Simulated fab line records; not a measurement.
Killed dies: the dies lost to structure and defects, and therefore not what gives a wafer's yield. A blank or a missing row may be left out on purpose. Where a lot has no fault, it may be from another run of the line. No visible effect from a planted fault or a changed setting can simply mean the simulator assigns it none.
What tool caused it? | flow berkeleyCmos170 | 6 lots with 18 wafers sampled at 3 steps, on a route of 331 steps

## WHAT THE GAUGES SHOWED, per wafer
UCB170_SILICIDE_RS_MEAS_02: a four-point-probe measurement.
lot  | measured     | on           | SILICIDE_TI_RS (ohm/sq)
L348 | day 8 04:06  | filmMetro-03 | 27.7 27.1 26.8
L349 | day 8 05:00  | filmMetro-03 | 27.3 27.6 27.7
L350 | day 9 21:43  | filmMetro-04 | 27.5 27.2 27.1
L355 | day 10 03:34 | filmMetro-02 | 26.8 26.7 102.5
L363 | day 12 01:41 | filmMetro-02 | 27.2 27.4 26.8
L369 | day 12 20:22 | filmMetro-04 | 27.1 27.4 27.2

## EACH LOT AND THE TOOL THAT RAN IT (in order: tool; ch and the chambers of the sampled wafers; start)
lot  | UCB170_NSD_PEB_04                | UCB170_SILICIDE_SPUTTER_01
L348 | lithoTrack-03 ch 0, day 8 01:37  | pvdSputter-04, day 8 04:04
L349 | lithoTrack-03 ch 0, day 8 02:10  | pvdSputter-04, day 8 04:58
L350 | lithoTrack-03 ch 0, day 9 19:15  | pvdSputter-04, day 9 21:41
L355 | lithoTrack-02 ch 0, day 10 01:10 | pvdSputter-03, day 10 03:31
L363 | lithoTrack-01 ch 0, day 11 22:41 | pvdSputter-02, day 12 01:40
L369 | lithoTrack-02 ch 0, day 12 17:37 | pvdSputter-04, day 12 20:17
- UCB170_NSD_PEB_04
- UCB170_SILICIDE_SPUTTER_01: material Ti, target thk 30 nm, time 24.21 s.

## THE ANSWER, worked out from the rows above alone
Rule: usual is defined by the lots themselves. Put in order of their means at a reading, lots are off if they are a third of the lots or fewer, leave a main group of 4 or more, and stand apart from it by a gap of 3 or more times the standard deviation of the main group's means; of several such gaps the widest counts. A main group is skipped when, at the precision printed for the reading in the tables above, its means are all equal. A lot without any number at a reading at which 4 lots or more have one is off too. All remaining lots with rows at the step are treated as sound.
Off: at UCB170_SILICIDE_RS_MEAS_02 (SILICIDE_TI_RS), L355. For the main group the mean is 27.3 ohm/sq and the standard deviation 0.14.
A tool fits if, at a process step before that reading, it ran every lot that is off, and no sound lot after the first of them. The gauges at UCB170_SILICIDE_RS_MEAS_02 are tried like those tools. One candidate fits, namely pvdSputter-03 at UCB170_SILICIDE_SPUTTER_01. It ran no sound lot before its first lot that is off in this sample, so the start can't be narrowed down.

## WHAT WAS PUT IN BY THE SIMULATOR
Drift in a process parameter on pvdSputter-03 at UCB170_SILICIDE_SPUTTER_01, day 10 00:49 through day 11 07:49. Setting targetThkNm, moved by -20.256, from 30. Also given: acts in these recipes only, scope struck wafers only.
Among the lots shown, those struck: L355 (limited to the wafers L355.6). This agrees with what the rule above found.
